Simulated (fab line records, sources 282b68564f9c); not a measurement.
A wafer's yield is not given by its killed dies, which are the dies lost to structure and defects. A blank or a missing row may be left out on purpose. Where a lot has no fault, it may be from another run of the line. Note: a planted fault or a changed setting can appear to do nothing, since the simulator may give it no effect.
Problem report, 8D (eight disciplines) form, completed by code :: flow rit_cmos :: the parts of the form that need people (team, actions taken, sign-off) are left out

1. PROBLEM STATEMENT
Wafers without a fault read 199.6 W, standard deviation 0.6; rf_fwd_power_W at RIT_CONTACT_ETCH_11 reads a mean of 167.6 W on 6 wafers belonging to 2 lots. That puts it -53 standard deviations away from the usual mean.
The step: etches SiO2 in CHF3/CF4/Ar, stops on TiSi2, target depth 480 nm, time 320 s.
Earliest sighting: wafer L339.2 on rie_diel-03 at day 5 20:47. Wafers with a number at this step in the record: 18, from 6 lots. The rule behind "out" and "out of limits": a value lying over 4 standard deviations away from the usual mean. The rest of the wafers with a number are treated as sound.

2. WHAT IT IS, WHAT IT ISN'T
question: which readings at this step
is: rf_fwd_power_W
is not: drypump_motor_current_A, mfc_ar_sccm, oes_product_au, throttle_valve_pct

question: which lots
is: L339, L341
is not: L330, L336, L343, L349

question: which wafers of those lots
is: all that have a number
is not: -

question: read on which tools
is: rie_diel-03
is not: rie_diel-01, rie_diel-02

question: when
is: from day 5 20:47
is not: up to then (6 sound wafers); but 6 sound wafers of L343, L349 came after

3. THE SUSPECTS, EACH WITH WHAT RULES IT OUT
Counting: a tool at any process step up to the reading remains a suspect when it ran all the lots that are out and ran no sound lot after the first of those.
- rtp_anneal-01 at RIT_SILICIDE_RTA_06 (time 10 s, ramp up 5 s, ramp down 10 s): ruled out as a lasting fault. After its first lot that is out, L339 (day 5 19:13), sound lots L343, L349 ran on it.
- rie_diel-03 at RIT_CONTACT_ETCH_11 (etches SiO2 in CHF3/CF4/Ar, stops on TiSi2, target depth 480 nm, time 320 s): kept. It processed each lot that is out, first L339 at day 5 20:47, and no sound lot thereafter; up to then, the last sound lot it processed was L330 at day 3 22:50. Out on those wafers are its own readings of rf_fwd_power_W.
Remaining after the count: rie_diel-03 at RIT_CONTACT_ETCH_11.

4. THE CAUSE (what the simulator had put in)
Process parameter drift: rie_diel-03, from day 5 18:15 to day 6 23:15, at RIT_CONTACT_ETCH_11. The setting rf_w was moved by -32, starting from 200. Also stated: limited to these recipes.
Counting left only this tool.

5. THE EFFECT CHAIN, in route order
Each row: a reading whose mean over the struck wafers that have a number lies more than 3 standard deviations from the usual. Scope: only readings with a usual standard deviation given in the record; hours: median across lots of the time from each lot's start at the first step in this table that gives one to its start at this step; sigmas: change in usual standard deviations.
hours: 0
step: RIT_CONTACT_ETCH_11
reading: rf_fwd_power_W
usual: 199.6 W
on struck wafers: 167.6
change: -32.0
sigmas: -53
The process steps in it:
- RIT_CONTACT_ETCH_11: etches SiO2 in CHF3/CF4/Ar, stops on TiSi2, target depth 480 nm, time 320 s.

6. WHAT WOULD HAVE CAUGHT IT SOONER
The fault began at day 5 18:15; the first out-of-limits reading in this record came at day 5 20:47, 3 hours later.
